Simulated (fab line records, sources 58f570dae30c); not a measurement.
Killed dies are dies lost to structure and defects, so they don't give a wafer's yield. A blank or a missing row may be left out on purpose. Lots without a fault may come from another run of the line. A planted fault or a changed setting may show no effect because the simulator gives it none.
Chamber matching | flow berkeley_cmos170 | UCB170_V2_CMP_02 on cmp-02: 4 sister chambers
The step polishes SiO2. 22 wafers are shown with their chamber, then 11 later ones without.

WAFERS WITH THEIR CHAMBER
wafer  | chamber | motor_current_A (A)
L718.1 | 2       | 18.5
L718.4 | 0       | 20.2
L718.5 | 0       | 20.2
L719.1 | 2       | 17.8
L719.4 | 0       | 20.3
L719.5 | 0       | 19.3
L724.2 | 3       | 15.1
L724.4 | 1       | 17.2
L724.6 | 2       | 18.0
L726.3 | 0       | 20.1
L726.4 | 1       | 17.3
L726.6 | 3       | 15.0
L727.3 | 2       | 17.3
L727.5 | 2       | 17.2
L727.6 | 3       | 14.7
L725.4 | 3       | 14.9
L725.5 | 2       | 17.7
L725.6 | 1       | 17.1
L729.2 | 0       | 19.8
L729.3 | 1       | 16.6
L729.4 | 2       | 18.4
L733.3 | 3       | 15.2

SIGNATURES (means of the wafers above)
reading         | chamber 0 | chamber 1 | chamber 2 | chamber 3 | scatter within a chamber
motor_current_A | 19.983    | 17.050    | 17.843    | 14.980    | 0.383
Rule: a wafer's distance from a chamber is the root of the sum, over the readings, of the square of ((its reading less the chamber's mean) divided by the reading's scatter). The wafer belongs to the nearest chamber; if the next one is less than 2 further off, it can't be placed. The scatter: the root of (the sum of the squares of (reading less its chamber's mean) over the shown wafers, divided by (wafers less chambers)).

WAFERS WITHOUT THEIR CHAMBER
wafer  | motor_current_A (A)
L733.4 | 19.5
L733.5 | 16.7
L737.2 | 15.0
L737.3 | 19.4
L737.4 | 16.6
L736.1 | 15.5
L736.4 | 17.9
L736.6 | 19.0
L739.1 | 17.6
L739.2 | 19.8
L739.6 | 19.4

WHICH CHAMBER EACH WENT THROUGH
wafer  | from the rows above     | in truth
L733.4 | 0                       | 0
L733.5 | 1                       | 1
L737.2 | 3                       | 3
L737.3 | 0                       | 0
L737.4 | 1                       | 1
L736.1 | 3                       | 3
L736.4 | 2                       | 2
L736.6 | can't be placed: 0 or 2 | 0
L739.1 | can't be placed: 2 or 1 | 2
L739.2 | 0                       | 0
L739.6 | 0                       | 0
Placed correctly: 9 of 11. Can't be placed from these rows: 2 (the true chamber is among the candidates in 2). Placed wrongly: 0.
